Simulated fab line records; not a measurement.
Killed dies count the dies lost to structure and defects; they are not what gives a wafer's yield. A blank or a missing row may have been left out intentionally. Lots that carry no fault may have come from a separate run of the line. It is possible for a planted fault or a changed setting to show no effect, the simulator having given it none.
What tool caused it? :: flow berkeleyCmos170 :: Sampling: 14 lots, 42 wafers, 3 of 331 route steps

## WHAT THE GAUGES READ, wafer by wafer
UCB170_V1_CD_MEAS_12: the cd target is 700 nm.
lot: L753
measured: day 7 16:26
on: cdSem-02
cdNm (nm): 703.2 701.4 701.2

lot: L752
measured: day 7 16:43
on: cdSem-02
cdNm (nm): 700.4 699.3 699.4

lot: L755
measured: day 7 21:19
on: cdSem-02
cdNm (nm): 699.7 700.2 698.8

lot: L754
measured: day 7 21:35
on: cdSem-02
cdNm (nm): 701.9 702.0 702.4

lot: L758
measured: day 8 21:08
on: cdSem-01
cdNm (nm): 729.2 729.6 730.5

lot: L759
measured: day 9 14:20
on: cdSem-01
cdNm (nm): 732.0 730.8 732.2

lot: L764
measured: day 10 06:05
on: cdSem-02
cdNm (nm): 699.5 699.3 699.8

lot: L768
measured: day 11 00:09
on: cdSem-01
cdNm (nm): 701.0 700.0 701.5

lot: L767
measured: day 10 23:51
on: cdSem-02
cdNm (nm): 700.9 700.3 702.0

lot: L770
measured: day 11 16:23
on: cdSem-02
cdNm (nm): 698.1 699.1 698.1

lot: L771
measured: day 11 22:07
on: cdSem-02
cdNm (nm): 697.9 698.4 698.6

lot: L772
measured: day 11 22:53
on: cdSem-02
cdNm (nm): 701.1 699.3 699.4

lot: L774
measured: day 12 02:44
on: cdSem-01
cdNm (nm): 701.8 702.2 701.2

lot: L775
measured: day 12 22:41
on: cdSem-02
cdNm (nm): 701.8 700.4 700.3

## WHAT TOOL EACH LOT RAN ON (gives the tool, then ch and the chambers of the sampled wafers, and finally the start)
lot: L753
UCB170_M1_ETCH_11: rieDiel-01 ch 0,1,3, day 7 07:10
UCB170_V1_PEB_10: lithoTrack-02 ch 0, day 7 16:10

lot: L752
UCB170_M1_ETCH_11: rieDiel-01 ch 1,2,3, day 7 07:24
UCB170_V1_PEB_10: lithoTrack-04 ch 0, day 7 16:26

lot: L755
UCB170_M1_ETCH_11: rieDiel-01 ch 0,2,3, day 7 15:43
UCB170_V1_PEB_10: lithoTrack-04 ch 0, day 7 21:02

lot: L754
UCB170_M1_ETCH_11: rieDiel-04 ch 0,1, day 7 16:16
UCB170_V1_PEB_10: lithoTrack-03 ch 0, day 7 21:20

lot: L758
UCB170_M1_ETCH_11: rieDiel-02 ch 1,3, day 8 14:11
UCB170_V1_PEB_10: lithoTrack-02 ch 0, day 8 20:52

lot: L759
UCB170_M1_ETCH_11: rieDiel-02 ch 0,2,3, day 9 06:56
UCB170_V1_PEB_10: lithoTrack-02 ch 0, day 9 14:04

lot: L764
UCB170_M1_ETCH_11: rieDiel-02 ch 2,3, day 9 20:49
UCB170_V1_PEB_10: lithoTrack-04 ch 0, day 10 05:49

lot: L768
UCB170_M1_ETCH_11: rieDiel-01 ch 0,2,3, day 10 14:29
UCB170_V1_PEB_10: lithoTrack-04 ch 0, day 10 23:53

lot: L767
UCB170_M1_ETCH_11: rieDiel-02 ch 0,1,2, day 10 15:19
UCB170_V1_PEB_10: lithoTrack-03 ch 0, day 10 23:35

lot: L770
UCB170_M1_ETCH_11: rieDiel-02 ch 1,2,3, day 11 07:29
UCB170_V1_PEB_10: lithoTrack-04 ch 0, day 11 16:07

lot: L771
UCB170_M1_ETCH_11: rieDiel-01 ch 1,2,3, day 11 15:44
UCB170_V1_PEB_10: lithoTrack-02 ch 0, day 11 21:51

lot: L772
UCB170_M1_ETCH_11: rieDiel-04 ch 1,2,3, day 11 17:16
UCB170_V1_PEB_10: lithoTrack-02 ch 0, day 11 22:37

lot: L774
UCB170_M1_ETCH_11: rieDiel-04 ch 1,2,3, day 11 20:17
UCB170_V1_PEB_10: lithoTrack-02 ch 0, day 12 02:28

lot: L775
UCB170_M1_ETCH_11: rieDiel-01 ch 1,2, day 12 12:15
UCB170_V1_PEB_10: lithoTrack-02 ch 0, day 12 22:25
- UCB170_M1_ETCH_11: etches BARC in N2/H2.
- UCB170_V1_PEB_10

## AS READ BY THE TOOLS THEMSELVES (means over the sampled wafers that have a number; for cases with no such wafer, the mark the record gives instead)
UCB170_M1_ETCH_11.
lot: L753
tool: rieDiel-01
drypumpMotorCurrentA (A): 6.2
oesProductAu (a.u.): 1.001
throttleValvePct (%): 13.08

lot: L752
tool: rieDiel-01
drypumpMotorCurrentA (A): 5.9
oesProductAu (a.u.): 1.014
throttleValvePct (%): 13.15

lot: L755
tool: rieDiel-01
drypumpMotorCurrentA (A): 6.0
oesProductAu (a.u.): 1.018
throttleValvePct (%): 13.19

lot: L754
tool: rieDiel-04
drypumpMotorCurrentA (A): 5.7
oesProductAu (a.u.): 0.987
throttleValvePct (%): 13.32

lot: L758
tool: rieDiel-02
drypumpMotorCurrentA (A): 5.9
oesProductAu (a.u.): 1.003
throttleValvePct (%): 13.12

lot: L759
tool: rieDiel-02
drypumpMotorCurrentA (A): 5.4
oesProductAu (a.u.): 0.982
throttleValvePct (%): 13.10

lot: L764
tool: rieDiel-02
drypumpMotorCurrentA (A): 5.9
oesProductAu (a.u.): 0.975
throttleValvePct (%): 13.08

lot: L768
tool: rieDiel-01
drypumpMotorCurrentA (A): 5.9
oesProductAu (a.u.): 1.016
throttleValvePct (%): 13.19

lot: L767
tool: rieDiel-02
drypumpMotorCurrentA (A): 5.0
oesProductAu (a.u.): 0.997
throttleValvePct (%): 13.12

lot: L770
tool: rieDiel-02
drypumpMotorCurrentA (A): 5.5
oesProductAu (a.u.): 0.988
throttleValvePct (%): 13.09

lot: L771
tool: rieDiel-01
drypumpMotorCurrentA (A): 5.9
oesProductAu (a.u.): 1.017
throttleValvePct (%): 13.14

lot: L772
tool: rieDiel-04
drypumpMotorCurrentA (A): 5.9
oesProductAu (a.u.): 0.993
throttleValvePct (%): 13.31

lot: L774
tool: rieDiel-04
drypumpMotorCurrentA (A): 5.9
oesProductAu (a.u.): 0.983
throttleValvePct (%): 13.31

lot: L775
tool: rieDiel-01
drypumpMotorCurrentA (A): 5.7
oesProductAu (a.u.): 1.022
throttleValvePct (%): 13.20

UCB170_V1_PEB_10.
lot: L753
tool: lithoTrack-02
heaterPowerTotalW (W): 56.83
plateTempC (C): 129.96

lot: L752
tool: lithoTrack-04
heaterPowerTotalW (W): 56.79
plateTempC (C): 130.02

lot: L755
tool: lithoTrack-04
heaterPowerTotalW (W): 56.80
plateTempC (C): 130.06

lot: L754
tool: lithoTrack-03
heaterPowerTotalW (W): 56.82
plateTempC (C): 129.99

lot: L758
tool: lithoTrack-02
heaterPowerTotalW (W): 60.08
plateTempC (C): 135.68

lot: L759
tool: lithoTrack-02
heaterPowerTotalW (W): 60.08
plateTempC (C): 135.71

lot: L764
tool: lithoTrack-04
heaterPowerTotalW (W): 56.81
plateTempC (C): 130.04

lot: L768
tool: lithoTrack-04
heaterPowerTotalW (W): 56.76
plateTempC (C): 130.09

lot: L767
tool: lithoTrack-03
heaterPowerTotalW (W): 56.79
plateTempC (C): 129.97

lot: L770
tool: lithoTrack-04
heaterPowerTotalW (W): 56.82
plateTempC (C): 129.86

lot: L771
tool: lithoTrack-02
heaterPowerTotalW (W): 56.74
plateTempC (C): 129.83

lot: L772
tool: lithoTrack-02
heaterPowerTotalW (W): 56.80
plateTempC (C): 130.06

lot: L774
tool: lithoTrack-02
heaterPowerTotalW (W): 56.83
plateTempC (C): 130.18

lot: L775
tool: lithoTrack-02
heaterPowerTotalW (W): 56.78
plateTempC (C): 130.01

## THE ANSWER, worked out from the rows above alone
Rule: the usual values come from the lots themselves. Put in order of their means at a reading, lots are off if they are a third of the lots or fewer, leave a main group of 4 or more, and stand apart from it by a gap of 3 or more times the standard deviation of the main group's means; of several such gaps the widest counts. A main group whose means are all the same, to the digits that the tables above print for the reading, isn't used. A lot without any number at a reading at which 4 lots or more have one is off too. All remaining lots with rows at the step are treated as sound. Order of review: gauges by route order, followed by the tools' own readings, for which a lot's mean as printed above is used. At the first step where some lot is off, the reading lying furthest off is the one used; lots without a number count as furthest.
Off at UCB170_V1_CD_MEAS_12 (cdNm): L758, L759. Main group: mean 700.3 nm, sd 1.2.
A tool fits if, at a process step before that reading, it ran every lot that is off, and no sound lot after the first of them. The gauges at UCB170_V1_CD_MEAS_12 aren't tried: what is off there is off at UCB170_V1_PEB_10 too, on other tools, and a gauge's error can't cause that. Not one of the candidates tried fits.

## WHAT THE SIMULATOR PUT IN
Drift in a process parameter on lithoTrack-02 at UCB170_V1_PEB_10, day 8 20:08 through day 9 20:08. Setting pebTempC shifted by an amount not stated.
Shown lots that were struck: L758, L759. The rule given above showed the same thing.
